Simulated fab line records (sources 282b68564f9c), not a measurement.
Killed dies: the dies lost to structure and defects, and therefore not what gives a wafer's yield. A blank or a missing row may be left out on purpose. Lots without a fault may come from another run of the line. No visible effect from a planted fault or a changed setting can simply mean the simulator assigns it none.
Problem report in the 8D (eight disciplines) form, filled by code | flow rit_cmos | the parts of the form that need people (team, actions taken, sign-off) are left out

## 1. THE PROBLEM
At RIT_M1_PROBE_99, killed_at_front_end averages 263.9 over 9 wafers from 3 lots, while fault-free wafers read 6.6, standard deviation 2.9. Measured from the usual mean, that is +89 standard deviations.
Seen first at day 7 03:05 on prober-01, wafer L990.1. At this step, 15 wafers from 5 lots have a number in the record. Rule for "out", or "out of limits": more than 4 standard deviations from the usual mean. The rest of the wafers with a number are treated as sound.

## 2. WHAT IT IS, WHAT IT ISN'T
question                    | is                                              | is not
which readings at this step | killed_at_front_end, killed_dies, killed_on_rim | killed_open, killed_short
which lots                  | L990, L991, L992                                | L978, L994
which wafers of those lots  | all that have a number                          | -
read on which tools         | prober-01, prober-02                            | -
when                        | from day 7 03:05                                | up to then (3 sound wafers); but 3 sound wafers of L994 came after

## 3. WHAT RULES OUT EACH SUSPECT
Counting: a tool at any process step up to the reading remains a suspect when it ran all the lots that are out and ran no sound lot after the first of those.
- lpcvd-02 at RIT_ACTIVE_CVD_03 (deposits Si3N4 from SiH2Cl2/NH3, target thk 150 nm, time 1500 s): ruled out as a lasting fault. Sound lots L994 ran on it after its first lot that is out, L990 (day 4 07:20).
Left after counting: nothing in the record.

## 4. THE CAUSE (what the simulator had put in)
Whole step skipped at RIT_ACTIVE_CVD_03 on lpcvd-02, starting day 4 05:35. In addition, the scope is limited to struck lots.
It was ruled out by counting, in error; the rule expects a fault to strike all lots run on its tool from its start on, and this fault did not.

## 5. THE EFFECT CHAIN, in route order
Rows list readings where the struck wafers' mean (over those with a number) sits beyond 3 standard deviations from the usual. Readings are gone through only where the record gives a usual standard deviation; hours: the median, over the lots, of the time from a lot's start at the first step in this table giving one to that lot's start at this step; sigmas: the change measured in usual standard deviations.
hours | step            | reading             | usual | on struck wafers | change | sigmas
0     | RIT_M1_PROBE_99 | killed_at_front_end | 6.6   | 263.9            | +257.3 | +89
0     | RIT_M1_PROBE_99 | killed_dies         | 6.7   | 264.0            | +257.3 | +86
0     | RIT_M1_PROBE_99 | killed_on_rim       | 1.7   | 70.0             | +68.3  | +49
Here are the process steps it includes:
- RIT_M1_PROBE_99
Readings that are blank on the struck wafers while sound wafers have them: nh3_flow_sccm at RIT_ACTIVE_CVD_03; pressure_mtorr at RIT_ACTIVE_CVD_03; cd_nm at RIT_ACTIVE_CD_MEAS_90.

## 6. WHAT WOULD HAVE CAUGHT IT SOONER
In this record no reading fell out of limits until day 7 03:05, 70 hours after the fault had begun at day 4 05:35.
Between RIT_ACTIVE_CVD_03 and RIT_M1_PROBE_99, RIT_ACTIVE_CD_MEAS_90 gave no cd_nm on the struck wafers, where sound wafers have one: a measuring or inspecting step that comes back empty is itself a sign.
At RIT_ACTIVE_CVD_03 the tool's readings are blank on the struck wafers, where sound wafers have them: an empty tool record is the first sign, and it was there at once.
